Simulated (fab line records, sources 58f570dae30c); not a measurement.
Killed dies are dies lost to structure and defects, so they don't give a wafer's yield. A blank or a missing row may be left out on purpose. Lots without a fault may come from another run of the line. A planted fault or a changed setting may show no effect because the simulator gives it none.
A struck lot beside a sound one | flow berkeley_cmos170 | 19 steps out of a route of 331
Sound: wafers L303.3, L303.4, L303.5. Struck: wafers L301.2, L301.4, L301.6. The cause comes at the end.
At each step with rows: each side's tool, then ch and its chambers, then its first start. Under that, the readings that differ: sound wafers | struck wafers | difference of the means | sigmas: that difference in standard deviations of wafers without a fault.
alike: readings whose means differ by less than 2 such deviations, and words and numbers that are the same on both sides. not compared: withheld readings, readings that some wafer has no value for, bounds like >300 that may hide the same value, and numbers for which the record gives no deviation and whose values overlap.
The two part at a step that has a row with sigmas, a row that says differs or no value, or rows on one side only. Numbers that don't overlap but have no deviation are shown without sigmas and don't part them. A reading that every wafer of one side lacks parts them only if that side has two wafers or more.

UCB170_M1_STRIP_13: strips in O2.
  sound on plasma_asher-02 ch 0,1, day 12 10:01; struck on plasma_asher-03 ch 0,1, day 12 09:42
  alike: drypump_motor_current_A, oes_product_au
  not compared: rf_hours_counter_h
UCB170_M1_CD_MEAS_90: target cd 700 nm.
  sound on cd_sem-02, day 12 10:08; struck on cd_sem-02, day 12 09:49
  alike: cd_nm
then, 1 step without rows for these wafers: UCB170_M1_ANNEAL_14 (time 1200 s).
-- the record jumps here: 4 days lie between the struck wafers' starts before and after (it left off in module M1 and takes up again in module V1, whose first step shown is number 254 of the route) --
UCB170_V1_CVD_00: deposits SiO2 from TEOS/O2, target thk 2000 nm, time 250 s.
  sound on pecvd-04 ch 0,1, day 16 01:46; struck on pecvd-01 ch 1,2, day 16 01:37
  alike: heater_power_w
  not compared: since_wet_clean_h
UCB170_V1_THK_MEAS_01:
  sound on film_metro-01, day 16 01:57; struck on film_metro-03, day 16 01:47
  alike: V1_TEOS_THK
UCB170_V1_CMP_02: polishes SiO2.
  sound on cmp-01 ch 0,1,3, day 16 02:14; struck on cmp-02 ch 1,3, day 16 01:50
  alike: motor_current_A, slurry_filter_dp_kPa
UCB170_V1_BOW_MEAS_03:
  sound on film_metro-01, day 16 02:28; struck on film_metro-03, day 16 02:10
  alike: V1_BOW
UCB170_V1_THK_MEAS_04:
  sound on film_metro-01, day 16 02:34; struck on film_metro-03, day 16 02:17
  alike: V1_POLISHED_THK
then, 4 steps without rows for these wafers: UCB170_V1_CLEAN_05 (cleans in DIW); UCB170_V1_HMDS_06 (prime time 60 s); UCB170_V1_COAT_07 (resist thk 900 nm); UCB170_V1_SOFTBAKE_08 (time 60 s).
UCB170_V1_EXPOSE_09: exposes mask VIA1, target cd 700 nm.
  sound on krf_scanner-01 ch 0, day 16 04:40; struck on krf_scanner-02 ch 0, day 16 03:59
  reading                    | sound                   | struck            | difference | sigmas
  model.V1.overlay_x_nm (nm) | 0.02075 0.02075 0.02075 | 169.5 169.5 169.5 | +169.5     |
  alike: mask, exposure_dose_mJ_cm2, stage_vel_mm_s
then, 2 steps without rows for these wafers: UCB170_V1_PEB_10; UCB170_V1_DEVELOP_11 (develop time 45 s).
UCB170_V1_CD_MEAS_12: target cd 700 nm.
  sound on cd_sem-02, day 16 06:44; struck on cd_sem-02, day 16 05:48
  alike: cd_nm
UCB170_V1_OVL_MEAS_13:
  sound on overlay-02, day 16 06:50; struck on overlay-01, day 16 05:54
  reading     | sound    | struck      | difference | sigmas
  V1_OVL (nm) | -8 -3 -6 | 167 169 165 | +173       | +34
UCB170_V1_ETCH_14: etches SiO2 in CHF3/CF4/Ar, stops on Al, target depth 1250 nm, time 291 s.
  sound on rie_diel-01 ch 0,1,3, day 16 06:51; struck on rie_diel-02 ch 0,1, day 16 05:56
  alike: cf4_flow_sccm, drypump_motor_current_A, mfc_ar_sccm, oes_product_au, throttle_valve_pct
  not compared: rf_hours_counter_h
UCB170_M3_PROBE_99:
  the record has rows for the sound wafers here (prober-01, day 17 10:38) and none for the struck ones

WHERE THEY PART
First at UCB170_V1_OVL_MEAS_13; last, within this record, at UCB170_M3_PROBE_99.

WHY: what the simulator had put in
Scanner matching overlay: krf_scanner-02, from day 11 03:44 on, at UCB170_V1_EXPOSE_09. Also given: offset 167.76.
